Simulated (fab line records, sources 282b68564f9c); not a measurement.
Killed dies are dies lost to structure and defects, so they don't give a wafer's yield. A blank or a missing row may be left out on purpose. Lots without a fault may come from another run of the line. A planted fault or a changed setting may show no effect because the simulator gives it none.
fab line records | flow rit_cmos
record lots=6 wafers=18 last_day=8
route steps=202 shown GATE@89 REOX@98 NLDD@103 PLDD@114 SPACER@125 M1@202
lots that met no fault: from a run of the same line without faults
start_h: hours from the record's first day to the start of the lot's first wafer shown | wait_h: hours since the lot's step before | " the same as in the row above | L1.1+2: a row that stands for several wafers | - no value, or no start given | * or withheld: withheld | < > ~ a bound
route shown NAME@n: a module of which the file shows steps, and the number in the route of the first | usual: mean/standard deviation of fault-free wafers | same: alike in all rows | chamber/n: place in a boat | sites: the reading at each site | _std_site: their standard deviation | _edge_site: outer sites' mean less inner sites' | radius_mm: how far each site lies from the wafer's centre | mask NAME#n: copy n | behind: the tool/chamber that last shaped the wafer | hold: why the lot was held/for how many hours/how that ended | device: the transistor (n, p or np) that didn't switch | end of line: the same wafers' tests at the end of the route | a step without rows: its recipe alone | killed: dies lost to structure and defects at the first sort, not the wafer's yield | map: a wafer's dies, x killed, . not, _ none there
set.NAME: the setting as run; set.NAME@STEP: as run at that earlier step | model.NAME: the simulator's own value behind a step, which no gauge read
lots at some steps of the route; a table a step, a row a wafer
services: from which hour (start_h, from the record's first day; less than 0 if before it) a tool's chamber was out of use, for how many hours, and why
## steps
# step RIT_GATE_EXPOSE_13
# recipe mask_id=M6 na=0.6 source_shape=conventional sigma_outer=0.6 target_cd_nm=150 dose_mj=380
# step RIT_GATE_PEB_14
# recipe resist=NOVOLAK temp_c=withheld time_s=withheld
# step RIT_GATE_DEVELOP_15
# recipe resist=NOVOLAK develop_time_s=50 dev_temp_c=23
# step RIT_GATE_CD_MEAS_16
# recipe target_cd_nm=150
# usual cd_nm=149.2/2
# columns lot.wafer tool chamber start_h wait_h cd_nm
L306.1 cd_sem-01 - 66.46 - 147.9
L306.3 " - " " 153.6
L306.6 " - " " 150.4
L307.4 cd_sem-01 - 71.58 - 148.5
L307.5 " - " " 149.2
L307.6 " - " " 150.6
L308.2 cd_sem-02 - 77.40 - 150.5
L308.3 " - " " 148.8
L308.6 " - " " 148.0
L309.2 cd_sem-02 - 84.05 - 146.5
L309.3 " - " " 151.1
L309.5 " - " " 147.9
L319.1 cd_sem-02 - 131.77 - 149.5
L319.3 " - " " 151.7
L319.6 " - " " 150.3
L322.3 cd_sem-02 - 147.79 - 147.6
L322.4 " - " " 148.4
L322.5 " - " " 145.9
# step RIT_GATE_OVL_MEAS_17
# usual GATE_OVL=0.5/1.3
# columns lot.wafer tool chamber start_h wait_h GATE_OVL[nm]
L306.1 overlay-02 - 66.58 0.1 -0.5
L306.3 " - " " 0.7
L306.6 " - " " -1.2
L307.4 overlay-02 - 71.65 0.1 -0.3
L307.5 " - " " 1.4
L307.6 " - " " -1.4
L308.2 overlay-02 - 77.51 0.1 -1.6
L308.3 " - " " -0.9
L308.6 " - " " -2.3
L309.2 overlay-01 - 84.16 0.1 1.1
L309.3 " - " " 1.1
L309.5 " - " " 0.4
L319.1 overlay-01 - 131.89 0.1 -2.0
L319.3 " - " " 0.7
L319.6 " - " " -0.1
L322.3 overlay-01 - 147.88 0.1 0.6
L322.4 " - " " 0.9
L322.5 " - " " 0.0
# step RIT_GATE_HARDBAKE_18
# recipe resist=NOVOLAK temp_c=140 time_s=60
# step RIT_GATE_ETCH_19
# recipe chemistry=SF6/CHF3/O2 time_s=165 SF6_flow_sccm=30 CHF3_flow_sccm=30 O2_flow_sccm=5 target=poly-Si pressure_mtorr=40 rf_w=160 target_depth_a=3125 over_etch_frac=0.25 stop_on=SiO2
# usual CHF3_flow_sccm=30.00/0.084 O2_flow_sccm=4.999/0.015 drypump_motor_current_A=5.7/0.38 he_backside_leak_sccm=2.9/0.35 oes_product_au=0.841/0.015 rf_fwd_power_W=159.2/0.49 throttle_valve_pct=10.17/0.16
# columns lot.wafer tool chamber start_h wait_h CHF3_flow_sccm O2_flow_sccm drypump_motor_current_A he_backside_leak_sccm oes_product_au rf_fwd_power_W rf_hours_counter_h throttle_valve_pct
L306.1 rie_si-01 0 66.98 0.1 30.08 5.025 5.3 2.7 0.856 159.7 83 10.11
L306.3 " 1 " " 30.01 5.003 5.5 3.1 0.857 159.8 63 10.33
L306.6 " 0 " " 30.02 5.018 5.3 2.6 0.862 159.8 - 10.12
L307.4 rie_si-02 0 71.82 0.1 30.02 4.983 5.7 3.2 0.838 159.4 134 10.15
L307.5 " 2 " " 29.95 4.997 6.1 2.6 0.830 159.6 - 10.02
L307.6 " 1 " " 30.03 4.979 5.8 3.3 0.827 159.8 - 10.05
L308.2 rie_si-01 1 77.73 0.1 29.96 4.987 5.5 3.3 0.852 159.6 63 10.34
L308.3 " 2 " " 30.06 5.015 5.0 2.6 0.823 158.4 38 10.52
L308.6 " 2 " " 30.09 4.987 4.9 2.7 0.818 159.5 - 10.52
L309.2 rie_si-02 0 84.34 0.1 29.93 5.004 5.7 3.0 0.842 159.6 134 10.14
L309.3 " 2 " " 29.88 4.987 6.1 2.7 0.841 160.2 56 10.03
L309.5 " 1 " " 30.01 4.997 5.8 3.1 0.831 159.5 - 10.06
L319.1 rie_si-02 2 132.07 0.1 30.04 5.000 6.1 2.6 0.820 159.1 57 10.02
L319.3 " 1 " " 30.05 4.982 5.8 3.0 0.806 158.6 96 10.06
L319.6 " 0 " " 29.98 4.994 5.7 3.1 0.831 158.0 - 10.15
L322.3 rie_si-01 3 148.06 0.1 29.89 4.966 6.1 2.8 0.844 159.6 111 10.16
L322.4 " 1 " " 30.02 4.988 5.5 3.2 0.861 159.1 63 10.34
L322.5 " 1 " " 30.05 5.022 5.5 3.2 0.858 159.0 - 10.33
# step RIT_GATE_STRIP_20
# recipe chemistry=O2 time_s=180 resist=NOVOLAK platen_temp_c=withheld power_w=500 pressure_mtorr=4000 o2_flow_sccm=4000
# usual drypump_motor_current_A=5.7/0.34
# columns lot.wafer tool chamber start_h wait_h drypump_motor_current_A rf_hours_counter_h
L306.1 plasma_asher-02 1 67.08 0.1 5.5 45
L306.3 " 1 " " 5.5 -
L306.6 " 0 " " 6.1 -
L307.4 plasma_asher-03 1 71.99 0.1 6.0 -
L307.5 " 1 " " 6.0 -
L307.6 " 0 " " 5.6 -
L308.2 plasma_asher-01 1 77.84 0.1 5.1 45
L308.3 " 1 " " 5.1 -
L308.6 " 0 " " 5.7 -
L309.2 plasma_asher-02 1 84.45 0.1 5.5 47
L309.3 " 0 " " 6.1 -
L309.5 " 1 " " 5.5 -
L319.1 plasma_asher-02 1 132.18 0.1 5.5 1
L319.3 " 0 " " 6.1 -
L319.6 " 1 " " 5.5 -
L322.3 plasma_asher-02 0 148.22 0.1 6.1 -
L322.4 " 1 " " 5.5 -
L322.5 " 0 " " 6.1 -
# step RIT_GATE_CD_MEAS_90
# recipe target_cd_nm=150
# usual cd_nm=149.2/2
# columns lot.wafer tool chamber start_h wait_h cd_nm
L306.1 cd_sem-01 - 67.26 0.1 148.1
L306.3 " - " " 153.6
L306.6 " - " " 151.0
L307.4 cd_sem-02 - 72.16 0.1 148.7
L307.5 " - " " 149.4
L307.6 " - " " 150.4
L308.2 cd_sem-02 - 78.04 0.1 150.3
L308.3 " - " " 149.0
L308.6 " - " " 148.0
L309.2 cd_sem-02 - 84.64 0.1 146.5
L309.3 " - " " 150.7
L309.5 " - " " 148.3
L319.1 cd_sem-01 - 132.36 0.1 149.5
L319.3 " - " " 151.4
L319.6 " - " " 150.5
L322.3 cd_sem-01 - 148.38 0.1 146.9
L322.4 " - " " 148.5
L322.5 " - " " 145.3
# step RIT_REOX_CLEAN_00
# recipe chemistry=SC1 mix=3:3:50 time_s=600 temp_c=73.76
# step RIT_REOX_CLEAN_01
# recipe chemistry=dHF dilution=50:1 time_s=30
# step RIT_REOX_CLEAN_02
# recipe chemistry=SC2 mix=3:3:50 time_s=600 temp_c=75 dry=n2_spin
# step RIT_REOX_OXIDATION_03
# recipe temp_c=900 ambient=O2 target_thk_a=252 ox_time_s=5580
# columns lot.wafer tool chamber start_h wait_h
L306.1+3+6 furnace-02 0 67.75 0.0
L307.4+5+6 furnace-04 0 72.59 0.0
L307.4+5+6 furnace-04 0 75.31 0.2
L308.2+3+6 furnace-02 0 78.52 0.0
L309.2+3+5 furnace-02 0 85.42 0.3
L309.2+3+5 furnace-01 0 88.53 0.6
L319.1+3+6 furnace-01 0 132.93 0.1
L322.3+4+5 furnace-04 0 148.84 0.0
# step RIT_REOX_THK_MEAS_04
# recipe reads=SiO2_of_REOX_OXIDATION_03
# usual REOX_OXIDE_THK=25.2/0.49
# columns lot.wafer tool chamber start_h wait_h REOX_OXIDE_THK[nm]
L306.1 film_metro-02 - 70.30 0.0 24.8
L306.3 " - " " 25.1
L306.6 " - " " 24.9
L307.4 film_metro-02 - 77.89 0.0 39.9
L307.5 " - " " 39.7
L307.6 " - " " 40.4
L308.2 film_metro-03 - 81.08 0.0 25.1
L308.3 " - " " 25.2
L308.6 " - " " 24.6
L309.2 film_metro-01 - 91.17 0.1 40.1
L309.3 " - " " 40.0
L309.5 " - " " 40.5
L319.1 film_metro-03 - 135.48 0.0 25.5
L319.3 " - " " 25.7
L319.6 " - " " 25.3
L322.3 film_metro-02 - 151.41 0.0 24.4
L322.4 " - " " 24.6
L322.5 " - " " 24.0
# step RIT_NLDD_HMDS_00
# recipe prime_time_s=60 prime_temp_c=140
# step RIT_NLDD_COAT_01
# recipe resist=NOVOLAK spin_rpm=3250 resist_thk_nm=1000
# step RIT_NLDD_SOFTBAKE_02
# recipe resist=NOVOLAK temp_c=90 time_s=60
# step RIT_NLDD_EXPOSE_03
# recipe mask_id=M7 na=0.57 target_cd_nm=40700 dose_mj=250
# step RIT_NLDD_PEB_04
# recipe resist=NOVOLAK temp_c=withheld time_s=withheld
# step RIT_NLDD_DEVELOP_05
# recipe resist=NOVOLAK develop_time_s=50 dev_temp_c=23.51
# step RIT_NLDD_OVL_MEAS_06
# usual NLDD_OVL=0.1/1.4
# columns lot.wafer tool chamber start_h wait_h NLDD_OVL[nm]
L306.1 overlay-01 - 71.21 - 0.5
L306.3 " - " " -0.9
L306.6 " - " " -1.4
L307.4 overlay-02 - 78.82 - -0.3
L307.5 " - " " -0.1
L307.6 " - " " -0.6
L308.2 overlay-01 - 81.99 - 0.0
L308.3 " - " " 0.8
L308.6 " - " " 2.1
L309.2 overlay-01 - 92.30 - -0.3
L309.3 " - " " -0.4
L309.5 " - " " 0.8
L319.1 overlay-02 - 136.46 - -2.1
L319.3 " - " " -1.2
L319.6 " - " " -0.9
L322.3 overlay-01 - 163.59 - 0.5
L322.4 " - " " 2.8
L322.5 " - " " 1.1
# step RIT_NLDD_HARDBAKE_07
# recipe resist=NOVOLAK temp_c=140 time_s=60
# step RIT_NLDD_IMPLANT_08
# recipe species=P energy_kev=20 dose_cm2=5e+14 tilt_deg=7
# step RIT_NLDD_STRIP_09
# recipe chemistry=O2 time_s=180 resist=NOVOLAK platen_temp_c=withheld power_w=500 pressure_mtorr=4000 o2_flow_sccm=4000
# usual drypump_motor_current_A=5.5/0.35
# columns lot.wafer tool chamber start_h wait_h drypump_motor_current_A rf_hours_counter_h
L306.1 plasma_asher-02 1 71.54 0.1 5.5 45
L306.3 " 1 " " 5.5 -
L306.6 " 1 " " 5.5 -
L307.4 plasma_asher-04 0 79.40 0.1 5.1 -
L307.5 " 1 " " 5.4 -
L307.6 " 0 " " 5.0 -
L308.2 plasma_asher-04 1 82.32 0.1 5.4 45
L308.3 " 0 " " 5.0 -
L308.6 " 1 " " 5.4 -
L309.2 plasma_asher-03 0 92.93 0.3 5.6 25
L309.3 " 1 " " 5.9 -
L309.5 " 1 " " 5.9 -
L319.1 plasma_asher-04 0 136.80 0.1 5.0 51
L319.3 " 0 " " 5.0 -
L319.6 " 1 " " 5.4 -
L322.3 plasma_asher-02 0 163.98 0.1 6.0 -
L322.4 " 1 " " 5.5 -
L322.5 " 1 " " 5.5 -
# step RIT_NLDD_TW_MEAS_10
# usual NLDD_TW=2499/16
# columns lot.wafer tool chamber start_h wait_h NLDD_TW
L306.1 film_metro-01 - 71.72 0.1 2524
L306.3 " - " " 2516
L306.6 " - " " 2523
L307.4 film_metro-01 - 79.63 0.2 2513
L307.5 " - " " 2527
L307.6 " - " " 2526
L308.2 film_metro-03 - 82.50 0.1 2492
L308.3 " - " " 2478
L308.6 " - " " 2479
L309.2 film_metro-01 - 93.21 0.2 2523
L309.3 " - " " 2524
L309.5 " - " " 2518
L319.1 film_metro-03 - 136.97 0.1 2500
L319.3 " - " " 2496
L319.6 " - " " 2504
L322.3 film_metro-01 - 164.11 0.1 2516
L322.4 " - " " 2506
L322.5 " - " " 2513
# step RIT_PLDD_HMDS_00
# recipe prime_time_s=60 prime_temp_c=140
# step RIT_PLDD_COAT_01
# recipe resist=NOVOLAK spin_rpm=3250 resist_thk_nm=1000
# step RIT_PLDD_SOFTBAKE_02
# recipe resist=NOVOLAK temp_c=90 time_s=60
# step RIT_PLDD_EXPOSE_03
# recipe mask_id=M8 na=0.57 target_cd_nm=40900 dose_mj=250
# step RIT_PLDD_PEB_04
# recipe resist=NOVOLAK temp_c=withheld time_s=withheld
# step RIT_PLDD_DEVELOP_05
# recipe resist=NOVOLAK develop_time_s=50 dev_temp_c=23
# step RIT_PLDD_OVL_MEAS_06
# usual PLDD_OVL=1.0/1.5
# columns lot.wafer tool chamber start_h wait_h PLDD_OVL[nm]
L306.1 overlay-02 - 72.75 - -0.8
L306.3 " - " " 0.1
L306.6 " - " " 0.4
L307.4 overlay-01 - 80.90 - 0.1
L307.5 " - " " 0.3
L307.6 " - " " -0.7
L308.2 overlay-01 - 83.44 - -1.0
L308.3 " - " " 1.2
L308.6 " - " " -0.1
L309.2 overlay-01 - 94.13 - 0.4
L309.3 " - " " 0.6
L309.5 " - " " 0.2
L319.1 overlay-02 - 138.01 - 0.3
L319.3 " - " " 1.4
L319.6 " - " " 0.4
L322.3 overlay-01 - 165.14 - -1.3
L322.4 " - " " 1.3
L322.5 " - " " -1.5
# step RIT_PLDD_HARDBAKE_07
# recipe resist=NOVOLAK temp_c=140 time_s=60
# step RIT_PLDD_IMPLANT_08
# recipe species=BF2 energy_kev=20.27 dose_cm2=9e+14 tilt_deg=7
# step RIT_PLDD_STRIP_09
# recipe chemistry=O2 time_s=180 resist=NOVOLAK platen_temp_c=withheld power_w=500 pressure_mtorr=4000 o2_flow_sccm=4000
# usual drypump_motor_current_A=5.4/0.33
# columns lot.wafer tool chamber start_h wait_h drypump_motor_current_A rf_hours_counter_h
L306.1 plasma_asher-03 1 73.09 0.1 6.0 23
L306.3 " 0 " " 5.6 -
L306.6 " 1 " " 6.0 -
L307.4 plasma_asher-04 1 81.28 0.1 5.4 -
L307.5 " 1 " " 5.4 -
L307.6 " 0 " " 5.0 -
L308.2 plasma_asher-04 0 83.81 0.1 5.1 45
L308.3 " 0 " " 5.1 -
L308.6 " 1 " " 5.5 -
L309.2 plasma_asher-04 0 95.44 0.1 5.0 45
L309.3 " 0 " " 5.0 -
L309.5 " 1 " " 5.4 -
L319.1 plasma_asher-04 0 138.34 0.1 5.0 51
L319.3 " 1 " " 5.4 -
L319.6 " 1 " " 5.4 -
L322.3 plasma_asher-03 1 165.58 0.1 5.9 -
L322.4 " 0 " " 5.6 -
L322.5 " 1 " " 5.9 -
# step RIT_PLDD_TW_MEAS_10
# usual PLDD_TW=2363/16
# columns lot.wafer tool chamber start_h wait_h PLDD_TW
L306.1 film_metro-01 - 73.26 0.1 2379
L306.3 " - " " 2384
L306.6 " - " " 2393
L307.4 film_metro-01 - 81.42 0.1 2380
L307.5 " - " " 2389
L307.6 " - " " 2401
L308.2 film_metro-01 - 83.99 0.1 2394
L308.3 " - " " 2375
L308.6 " - " " 2379
L309.2 film_metro-03 - 95.63 0.1 2344
L309.3 " - " " 2335
L309.5 " - " " 2353
L319.1 film_metro-03 - 138.52 0.1 2364
L319.3 " - " " 2358
L319.6 " - " " 2370
L322.3 film_metro-04 - 165.72 0.1 2345
L322.4 " - " " 2352
L322.5 " - " " 2337
# step RIT_SPACER_CLEAN_00
# recipe chemistry=SC1 mix=3:3:50 time_s=600 temp_c=75
# columns lot.wafer tool chamber start_h wait_h model.SiO2_of_REOX_OXIDATION_03.thk_nm
L306.1 wet_bench-02 3 73.32 0.1 22.9
L306.3 " 3 " " 23.2
L306.6 " 3 " " 23.03
L307.4 wet_bench-03 1 81.47 0.0 36.84
L307.5 " 1 " " 36.57
L307.6 " 1 " " 37.32
L308.2 wet_bench-02 1 84.04 0.0 23.17
L308.3 " 1 " " 23.2
L308.6 " 1 " " 22.67
L309.2 wet_bench-02 2 95.73 0.1 36.94
L309.3 " 2 " " 36.87
L309.5 " 2 " " 37.36
L319.1 wet_bench-01 2 138.58 0.1 23.67
L319.3 " 2 " " 23.82
L319.6 " 2 " " 23.43
L322.3 wet_bench-01 2 165.76 0.0 22.44
L322.4 " 2 " " 22.68
L322.5 " 2 " " 22.18
# step RIT_SPACER_CLEAN_01
# recipe chemistry=dHF dilution=50:1 time_s=30
# step RIT_M1_PROBE_99
# usual killed_at_M0_to_M3=0.0/0.16 killed_at_contacts=0.1/0.25 killed_at_front_end=7/3.2 killed_dies=7/3.2 killed_open=3.5/2.1 killed_short=3.5/2.1
# same gross_dies=264 killed_at_M4_up=0 killed_at_back_side=0 killed_at_other=0
# columns lot.wafer tool chamber start_h wait_h killed_at_M0_to_M3 killed_at_contacts killed_at_front_end killed_dies killed_open killed_short
L306.1 prober-02 - 89.59 0.1 0 0 6 6 4 2
L306.3 prober-02 - 89.69 0.2 0 0 3 3 0 3
L306.6 prober-02 - 89.84 0.2 0 0 7 7 5 2
L307.4 prober-01 - 96.53 0.2 0 0 6 6 4 2
L307.5 prober-01 - 96.58 0.2 0 0 7 7 3 4
L307.6 prober-01 - 96.63 0.2 0 0 15 15 8 7
L309.2 prober-01 - 110.27 0.1 0 0 5 5 5 0
L309.3 prober-01 - 110.32 0.2 0 0 3 3 1 2
L309.5 prober-01 - 110.42 0.2 0 0 10 10 9 1
L319.1 prober-02 - 152.05 0.1 0 0 4 4 1 3
L319.3 prober-02 - 152.15 0.2 0 0 7 7 3 4
L319.6 prober-02 - 152.30 0.2 0 0 4 4 2 2
L322.3 prober-01 - 181.12 0.2 0 0 4 4 3 1
L322.4 prober-01 - 181.17 0.2 0 0 4 4 0 4
L322.5 prober-01 - 181.22 0.2 0 0 3 3 0 3
# killed by level:class
L306.1 SPACER:geometric_particle:open=2 FOX1:geometric_particle:open=1 GATE:geometric_particle:open=1 REOX:geometric_particle:short=1 SPACER:geometric_particle:short=1
L306.3 FOX2:geometric_particle:short=1 REOX:geometric_particle:short=1 SPACER:geometric_particle:short=1
L306.6 GATE:geometric_particle:open=2 SPACER:geometric_particle:open=2 FOX1:geometric_particle:open=1 SPACER:geometric_particle:short=1 SILICIDE:geometric_particle:short=1
L307.4 GATE:geometric_particle:open=2 GATE:geometric_particle:short=1 REOX:geometric_particle:open=1 REOX:geometric_particle:short=1 SILICIDE:geometric_particle:open=1
L307.5 GATE:geometric_particle:short=2 SILICIDE:geometric_particle:open=2 GATE:geometric_particle:open=1 SPACER:geometric_particle:short=1 SILICIDE:geometric_particle:short=1
L307.6 GATE:geometric_particle:short=3 REOX:geometric_particle:open=3 SILICIDE:geometric_particle:open=3 GATE:geometric_particle:open=2 SILICIDE:geometric_particle:short=2 FOX2:geometric_particle:short=1 REOX:geometric_particle:short=1
L309.2 FOX1:geometric_particle:open=1 FOX2:geometric_particle:open=1 GATE:geometric_particle:open=1 SPACER:geometric_particle:open=1 SILICIDE:geometric_particle:open=1
L309.3 GATE:geometric_particle:short=2 GATE:geometric_particle:open=1
L309.5 GATE:geometric_particle:open=4 FOX1:geometric_particle:open=2 FOX1:geometric_particle:short=1 FOX2:geometric_particle:open=1 SILICIDE:geometric_particle:open=1 SPACER:geometric_particle:open=1
L319.1 GATE:geometric_particle:short=2 FOX2:geometric_particle:short=1 GATE:geometric_particle:open=1
L319.3 GATE:geometric_particle:open=2 SILICIDE:geometric_particle:short=2 FOX1:geometric_particle:short=1 GATE:geometric_particle:short=1 SPACER:geometric_particle:open=1
L319.6 GATE:geometric_particle:short=2 REOX:geometric_particle:open=1 SPACER:geometric_particle:open=1
L322.3 FOX2:geometric_particle:open=2 FOX2:geometric_particle:short=1 REOX:geometric_particle:open=1
L322.4 REOX:geometric_particle:short=2 GATE:geometric_particle:short=1 SPACER:geometric_particle:short=1
L322.5 GATE:geometric_particle:short=2 FOX2:geometric_particle:short=1
## services
# columns tool chamber start_h hours kind
furnace-02 - 46.62 4.3 pm
plasma_asher-02 - 60.59 2.8 repair
furnace-02 - 93.25 4.3 pm
rie_si-02 3 105.78 - clean
rie_si-02 3 105.78 21.2 scheduled_down
rie_si-02 3 105.78 21.2 vent_cycle
plasma_asher-02 - 108.92 9.0 pm
plasma_asher-02 0 108.92 9.0 vent_cycle
plasma_asher-02 1 108.92 9.0 vent_cycle
plasma_asher-02 0 117.92 - clean
plasma_asher-02 1 117.92 - clean
wet_bench-01 - 123.93 1.9 pm
rie_si-02 0 136.41 2.2 repair
rie_si-02 3 137.03 18.2 repair
plasma_asher-01 - 141.87 0.4 repair
## key
first_sign step=RIT_REOX_OXIDATION_03 reading=visit direction=added
effect step=RIT_REOX_THK_MEAS_04 reading=REOX_OXIDE_THK direction=up sigmas=30 usual=25.2 struck=40.1
model_effect step=RIT_SPACER_CLEAN_00 value=SiO2_of_REOX_OXIDATION_03.thk_nm without=22.79 struck=36.98
met_at RIT_REOX_OXIDATION_03
struck_wafers L307.4,L307.5,L307.6,L309.2,L309.3,L309.5
tester_left_out L307,L309
fault kind=repeated_step_whole tool=furnace-01,furnace-02,furnace-04 chamber=- onset_h=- steps=RIT_REOX_OXIDATION_03 times=1 scope=struck_lots_only
# tester_left_out: of these lots the tester's yield and bins aren't shown, on N5 and GAA mostly nor the transistor test; their killed dies are dies lost to structure and defects alone, not to doping, threshold or leakage, so they don't give the yield
